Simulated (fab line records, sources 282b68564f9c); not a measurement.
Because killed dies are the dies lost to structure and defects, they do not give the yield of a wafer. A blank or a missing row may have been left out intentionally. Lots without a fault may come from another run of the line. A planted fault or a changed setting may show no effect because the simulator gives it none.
Shared-tool check    flow rit-cmos    14 lots and 48 wafers in the sample

## REASON FOR OPENING
2 of 14 lots carry a flag on the reading PSD_RS at RIT_SDANNEAL_RS_MEAS_04. Wafers without a fault read 115.9 ohm/sq, standard deviation 0.32.
Rule: a lot is flagged in two cases, either no wafer of it has a number, or all its wafers with numbers fall more than 4 standard deviations from that mean. The other lots count as sound.

lot   measured     on             PSD_RS (ohm/sq), wafer by wafer  flag
L160  day 3 01:47  film-metro-02  115.5 115.6 115.9                
L161  day 3 08:52  film-metro-03  116.0 115.8 116.0                
L162  day 3 11:27  film-metro-04  116.4 115.7 115.8                
L164  day 3 22:50  film-metro-03  116.1 116.2 116.2                
L165  day 4 02:56  film-metro-04  116.4 116.3 116.0                
L166  day 4 07:49  film-metro-03  116.1 116.3 116.1                
L167  day 4 11:53  film-metro-04  116.3 116.2 116.2                
L170  day 5 03:29  film-metro-02  94.3 93.7 94.1 94.1 93.7 94.1    FLAGGED
L172  day 5 14:42  film-metro-04  93.7 93.5 93.8 93.6 93.6 93.9    FLAGGED
L175  day 6 07:22  film-metro-04  115.7 115.6 116.0                
L177  day 6 15:20  film-metro-03  116.3 116.2 115.9                
L179  day 7 00:47  film-metro-02  115.1 115.4 115.7                
L181  day 7 10:10  film-metro-02  115.7 115.8 115.8                
L183  day 7 19:44  film-metro-02  116.4 116.3 115.8                
On average the flagged lots' numbers are 93.8 ohm/sq, which is -22.1 ohm/sq against the usual, or -69 standard deviations.

## EACH LOT AND THE TOOL IT RAN ON
2 process steps preceding the reading are held in the record, out of 202 steps in the route. Cell contents, in order: the tool; ch with the chambers the sampled wafers went through; the start.
lot   flag     RIT_GATE_STRIP_20                    RIT_SDANNEAL_RTA_03
L160           plasma-asher-01 ch 1, day 2 13:21    rtp-anneal-02 ch 0, day 3 01:43
L161           plasma-asher-03 ch 0,1, day 2 20:09  rtp-anneal-01 ch 0, day 3 08:44
L162           plasma-asher-01 ch 0,1, day 2 23:04  rtp-anneal-02 ch 0, day 3 11:23
L164           plasma-asher-04 ch 0,1, day 3 08:46  rtp-anneal-02 ch 0, day 3 22:47
L165           plasma-asher-03 ch 0,1, day 3 14:10  rtp-anneal-01 ch 0, day 4 02:52
L166           plasma-asher-04 ch 0,1, day 3 19:46  rtp-anneal-02 ch 0, day 4 07:45
L167           plasma-asher-01 ch 0,1, day 3 23:31  rtp-anneal-01 ch 0, day 4 11:49
L170  FLAGGED  plasma-asher-04 ch 0,1, day 4 15:00  rtp-anneal-02 ch 0, day 5 03:26
L172  FLAGGED  plasma-asher-01 ch 0,1, day 5 01:27  rtp-anneal-02 ch 0, day 5 14:37
L175           plasma-asher-04 ch 0,1, day 5 17:47  rtp-anneal-01 ch 0, day 6 07:19
L177           plasma-asher-01 ch 0,1, day 6 02:59  rtp-anneal-01 ch 0, day 6 15:16
L179           plasma-asher-01 ch 0,1, day 6 12:31  rtp-anneal-01 ch 0, day 7 00:43
L181           plasma-asher-04 ch 0,1, day 6 21:47  rtp-anneal-01 ch 0, day 7 10:07
L183           plasma-asher-01 ch 0,1, day 7 07:26  rtp-anneal-01 ch 0, day 7 19:40
These steps, and what they do:
- RIT_GATE_STRIP_20: strips in O2, time 180 s.
- RIT_SDANNEAL_RTA_03: time 5 s.
- RIT_SDANNEAL_RS_MEAS_04: measures by four-point-probe.

## FLAGGED OVER TOTAL, TOOL BY TOOL (the gauges that took the reading come last)
step                     tool             lots run  flagged  share of the flagged lots  sound lots run after its first flagged lot
RIT_GATE_STRIP_20        plasma-asher-01  7         1        some                       3 (L177,L179,L183)
RIT_GATE_STRIP_20        plasma-asher-03  2         0        none                       -
RIT_GATE_STRIP_20        plasma-asher-04  5         1        some                       2 (L175,L181)
RIT_SDANNEAL_RTA_03      rtp-anneal-01    8         0        none                       -
RIT_SDANNEAL_RTA_03      rtp-anneal-02    6         2        all                        0
RIT_SDANNEAL_RS_MEAS_04  film-metro-02    5         1        some                       3 (L179,L181,L183)
RIT_SDANNEAL_RS_MEAS_04  film-metro-03    4         0        none                       -
RIT_SDANNEAL_RS_MEAS_04  film-metro-04    5         1        some                       1 (L175)

## WHAT THE TABLE PERMITS
All flagged lots share 1 row of the table, namely rtp-anneal-02 at RIT_SDANNEAL_RTA_03.
- rtp-anneal-02 at RIT_SDANNEAL_RTA_03 ran 6 lots, 2 of them flagged. It ran its last sound lot, L166, at day 4 07:45 and its first flagged lot, L170, at day 5 03:26: a fault with its onset between the two fits. Its own readings lie more than 4 standard deviations out on every wafer of the flagged lots: wafer_temp_C_max.
Left over: one tool, rtp-anneal-02 at RIT_SDANNEAL_RTA_03.

## WHAT THE SIMULATOR HAD PUT IN
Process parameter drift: rtp-anneal-02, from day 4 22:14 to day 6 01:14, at RIT_SDANNEAL_RTA_03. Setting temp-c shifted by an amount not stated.
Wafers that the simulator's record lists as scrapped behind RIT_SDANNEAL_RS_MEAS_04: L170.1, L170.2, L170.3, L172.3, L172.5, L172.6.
Lots struck among those shown: L170, L172. The rule given above showed the same thing.
